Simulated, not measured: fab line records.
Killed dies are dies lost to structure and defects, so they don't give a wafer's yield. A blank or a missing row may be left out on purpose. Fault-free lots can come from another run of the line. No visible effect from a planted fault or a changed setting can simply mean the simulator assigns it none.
A lot that was struck, set against a sound lot -- flow rit_cmos -- 28 out of 202 route steps
Sound: wafers L935.2, L935.3, L935.4. The struck wafers were L945.2, L945.3, L945.4. At the end, the cause is stated.
Order at every step that has rows: each side's tool, ch and its chambers, its first start. Under that, the readings that differ: sound wafers -- struck wafers -- difference of the means -- sigmas: that difference in standard deviations of wafers without a fault.
alike: words and numbers the same on both sides, and readings whose means are apart by under 2 such deviations; not compared: readings that were withheld, readings missing a value for some wafer, numbers with overlapping values and no deviation given by the record, and bounds like >300 which may hide the same value.
A row with sigmas, a row that says differs or no value, or rows on one side alone: a step with any of these is where the two part. Numbers that don't overlap but have no deviation are shown without sigmas and don't part them. Lack of a reading on every wafer of one side parts them only where that side has two or more wafers.

RIT_ACTIVE_BOW_MEAS_00:
  sound on film_metro-03, day 2 01:01; struck on film_metro-03, day 4 03:01
  alike: INCOMING_BOW
RIT_ACTIVE_OXIDATION_01: target thk 46.8 nm, ox time 3360 s.
  sound on furnace-02 ch 0, day 2 01:07; struck on furnace-04 ch 0, day 4 06:08
RIT_ACTIVE_THK_MEAS_02:
  sound on film_metro-02, day 2 03:04; struck on film_metro-02, day 4 08:08
reading,sound,struck,difference,sigmas
ACTIVE_OXIDE_THK (nm),49.4 49.9 49.0,78.6 77.7 77.5,+28.5,+35
then, 1 step without rows for these wafers: RIT_ACTIVE_CVD_03 (deposits Si3N4 from SiH2Cl2/NH3, target thk 150 nm, time 1500 s).
RIT_ACTIVE_THK_MEAS_04:
  sound on film_metro-04, day 2 04:32; struck on film_metro-03, day 4 09:52
reading,sound,struck,difference,sigmas
ACTIVE_NITRIDE_THK (nm),149.2 148.5 149.4,152.6 153.5 153.1,+4.0,+3
then, 6 steps without rows for these wafers: RIT_ACTIVE_HMDS_05 (prime time 60 s); RIT_ACTIVE_COAT_06 (resist thk 1000 nm); RIT_ACTIVE_SOFTBAKE_07 (time 60 s); RIT_ACTIVE_EXPOSE_08 (exposes mask M1, target cd 1400 nm); RIT_ACTIVE_PEB_09; RIT_ACTIVE_DEVELOP_10 (develop time 50 s).
RIT_ACTIVE_CD_MEAS_11: the cd target is 1400 nm.
  sound on cd_sem-02, day 2 05:35; struck on cd_sem-02, day 4 11:04
  alike: cd_nm
then, 1 step without rows for these wafers: RIT_ACTIVE_HARDBAKE_12 (time 60 s).
RIT_ACTIVE_ETCH_13: etches Si3N4 in SF6, stops on SiO2, time 210 s, target depth 210 nm.
  sound on rie_diel-04 ch 0,1,2, day 2 05:50; struck on rie_diel-04 ch 0,1,2, day 4 11:19
reading,sound,struck,difference,sigmas
model.SiO2_of_ACTIVE_OXIDATION_01.thk_nm (nm),49.36 46.73 45.81,75.35 74.61 77.48,+28.51,
  alike: drypump_motor_current_A, oes_product_au, rf_fwd_power_W, throttle_valve_pct
  not compared: rf_hours_counter_h
RIT_ACTIVE_STRIP_14: strips in O2, time 180 s.
  sound on plasma_asher-04 ch 0,1, day 2 05:58; struck on plasma_asher-03 ch 0,1, day 4 11:28
  alike: drypump_motor_current_A
  not compared: rf_hours_counter_h
RIT_ACTIVE_CD_MEAS_90: the cd target is 1400 nm.
  sound on cd_sem-01, day 2 06:10; struck on cd_sem-02, day 4 11:39
  alike: cd_nm
then, 4 steps without rows for these wafers: RIT_ACTIVE_CLEAN_15 (cleans in SC1, time 600 s); RIT_ACTIVE_CLEAN_16 (cleans in dHF, time 30 s); RIT_ACTIVE_CLEAN_17 (cleans in SC2, time 600 s); RIT_FOX1_OXIDATION_00 (target thk 350.7 nm, ox time 1130 s).
RIT_FOX1_THK_MEAS_01:
  sound on film_metro-04, day 2 07:58; struck on film_metro-01, day 4 13:34
  alike: FOX1_OXIDE_THK
then, 2 steps without rows for these wafers: RIT_FOX1_WET_ETCH_02 (etches SiO2 in BOE, target depth 350 nm, time 390 s); RIT_FOX2_OXIDATION_00 (target thk 350.7 nm, ox time 1130 s).
RIT_FOX2_THK_MEAS_01:
  sound on film_metro-01, day 2 09:28; struck on film_metro-02, day 4 15:23
  alike: FOX2_OXIDE_THK
then, 1 step without rows for these wafers: RIT_FOX2_CLEAN_02 (cleans in dHF, time 174 s).
RIT_FOX2_WET_ETCH_03: etches Si3N4 in H3PO4, target depth 195 nm, time 2700 s.
  sound on wet_bench-02 ch 2, day 2 09:34; struck on wet_bench-04 ch 2, day 4 15:48
reading,sound,struck,difference,sigmas
model.SiO2_of_ACTIVE_OXIDATION_01.thk_nm (nm),43.89 41.58 40.75,66.88 66.21 68.77,+25.21,
RIT_FOX2_THK_MEAS_90:
  sound on film_metro-02, day 2 10:29; struck on film_metro-01, day 4 16:34
  alike: FIELD_OXIDE_LEFT_1_THK
-- the record jumps here: 2 days lie between the struck wafers' starts before and after (it left off in module FOX2 and takes up again in module M1, whose first step shown is number 202 of the route) --
RIT_M1_PROBE_99:
  sound on prober-02, day 4 00:05; struck on prober-02, day 6 18:02
reading,sound,struck,difference,sigmas
killed_at_M0_to_M3,0 0 0,1 0 0,+0,+3
  alike: killed_at_contacts, killed_at_front_end, killed_dies, killed_open, killed_short

WHERE THEY PART
First at RIT_ACTIVE_THK_MEAS_02; last, within this record, at RIT_M1_PROBE_99.

WHY: the cause the simulator had injected
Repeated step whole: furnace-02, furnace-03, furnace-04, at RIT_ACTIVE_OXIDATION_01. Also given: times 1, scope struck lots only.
